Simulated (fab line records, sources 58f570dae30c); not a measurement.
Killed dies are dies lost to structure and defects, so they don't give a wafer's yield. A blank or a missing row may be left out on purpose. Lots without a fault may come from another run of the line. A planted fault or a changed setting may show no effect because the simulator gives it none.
A struck lot beside a sound one | flow berkeley_cmos170 | 15 steps out of a route of 331
Sound: wafers L367.2, L367.3, L367.5. Struck: wafers L368.2, L368.3. (L368.6 of the same lot was not struck and is left out.) The cause comes at the end.
At each step with rows: each side's tool, then ch and its chambers, then its first start. Under that, the readings that differ: sound wafers | struck wafers | difference of the means | sigmas: that difference in standard deviations of wafers without a fault.
alike: readings whose means differ by less than 2 such deviations, and words and numbers that are the same on both sides. not compared: withheld readings, readings that some wafer has no value for, bounds like >300 that may hide the same value, and numbers for which the record gives no deviation and whose values overlap.
The two part at a step that has a row with sigmas, a row that says differs or no value, or rows on one side only. Numbers that don't overlap but have no deviation are shown without sigmas and don't part them. A reading that every wafer of one side lacks parts them only if that side has two wafers or more.

UCB170_M1_SPUTTER_00: material Al, target thk 600 nm, time 80 s.
  sound on pvd_sputter-03, day 9 05:01; struck on pvd_sputter-04, day 9 05:31
  alike: chamber_pressure_pa, throttle_valve_pct
UCB170_M1_RS_MEAS_01: measures by four-point-probe.
  sound on film_metro-02, day 9 05:05; struck on film_metro-04, day 9 05:36
  alike: M1_AL_RS
UCB170_M1_THK_MEAS_02: measures by xrf.
  sound on film_metro-02, day 9 05:12; struck on film_metro-04, day 9 05:43
  alike: M1_AL_THK
then, 6 steps without rows for these wafers: UCB170_M1_COAT_03; UCB170_M1_COAT_04 (resist thk 900 nm); UCB170_M1_SOFTBAKE_05 (time 60 s); UCB170_M1_EXPOSE_06 (exposes mask METAL1, target cd 700 nm); UCB170_M1_PEB_07; UCB170_M1_DEVELOP_08 (develop time 45 s).
UCB170_M1_CD_MEAS_09: target cd 700 nm.
  sound on cd_sem-02, day 9 06:07; struck on cd_sem-02, day 9 06:45
  alike: cd_nm
UCB170_M1_OVL_MEAS_10:
  sound on overlay-01, day 9 06:13; struck on overlay-02, day 9 06:52
  alike: M1_OVL
UCB170_M1_ETCH_11: etches BARC in N2/H2.
  sound on rie_diel-03 ch 1,2, day 9 06:15; struck on rie_diel-04 ch 1,2, day 9 06:53
  alike: drypump_motor_current_A, oes_product_au, rf_fwd_power_W, throttle_valve_pct
UCB170_M1_METAL_ETCH_12: etches Al in Cl2/BCl3, stops on PSG, target depth 780 nm, time 130 s.
  sound on rie_metal-01 ch 0,1, day 9 06:17; struck on rie_metal-04 ch 0, day 9 06:56
  reading                             | sound             | struck      | difference | sigmas
  oes_product_au (a.u.)               | 0.856 0.853 0.873 | 0.892 0.890 | +0.030     | +2
  model.KrF_of_M1_COAT_04.thk_nm (nm) | 445.2 439.1 448.4 | 388 388.4   | -56        |
  alike: drypump_motor_current_A, rf_fwd_power_W, throttle_valve_pct
  not compared: rf_hours_counter_h
UCB170_M1_STRIP_13: strips in O2.
  sound on plasma_asher-04 ch 0, day 9 06:25; struck on plasma_asher-03 ch 0, day 9 07:04
  alike: drypump_motor_current_A, o2_flow_sccm, oes_product_au
  not compared: rf_hours_counter_h
UCB170_M3_PROBE_99:
  the record has rows for the struck wafers here (prober-01, day 10 00:13) and none for the sound ones

WHERE THEY PART
First at UCB170_M1_METAL_ETCH_12; last, within this record, at UCB170_M3_PROBE_99.

WHY: what the simulator had put in
Process parameter drift: rie_metal-04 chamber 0, from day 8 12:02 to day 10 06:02, at UCB170_M1_METAL_ETCH_12. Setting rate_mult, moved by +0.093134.
